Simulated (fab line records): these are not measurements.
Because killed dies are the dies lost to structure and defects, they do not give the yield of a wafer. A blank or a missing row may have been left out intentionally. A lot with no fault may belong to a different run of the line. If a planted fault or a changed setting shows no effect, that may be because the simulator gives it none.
Matching of chambers | flow berkeley cmos170 | UCB170_V1_CVD_00 on pecvd-01 has 3 sister chambers
The step deposits SiO2 from TEOS/O2, target thk 2000 nm, time 250 s. 3 wafers are shown with their chamber, then 7 later ones without.

WAFERS WITH THEIR CHAMBER
wafer  | chamber | heater power w (W)
L928.6 | 2       | 173
L932.4 | 0       | 323
L932.5 | 1       | 194

WAFERS WITH NO CHAMBER GIVEN
wafer  | heater power w (W)
L932.6 | 177
L937.4 | 174
L937.5 | 196
L937.6 | 226
L938.1 | 195
L938.4 | 199
L938.5 | 256

WHICH CHAMBER EACH WENT THROUGH
wafer  | from the rows above          | in truth
L932.6 | can't be placed: 2 or 1      | 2
L937.4 | can't be placed: 2 or 1      | 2
L937.5 | can't be placed: 1 or 2      | 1
L937.6 | can't be placed: 1 or 2      | 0
L938.1 | can't be placed: 1 or 2      | 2
L938.4 | can't be placed: 1 or 2      | 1
L938.5 | can't be placed: 1 or 0 or 2 | 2
Correctly placed: 0 of 7. These rows do not allow placing 7 (true chamber among the candidates in 6). Placed wrongly: 0.
How it was worked out, from the rows above alone: a wafer's distance from a chamber is the root of the sum, over the readings, of the square of ((its reading less the chamber's mean) divided by the reading's scatter). The wafer belongs to the nearest chamber; if the next one is less than 2 further off, it can't be placed. For every chamber, the mean is computed from those of its wafers that are shown. The scatter: with one shown wafer a chamber, the root of the mean of the squares of how far each hidden wafer lies from its nearest shown one.
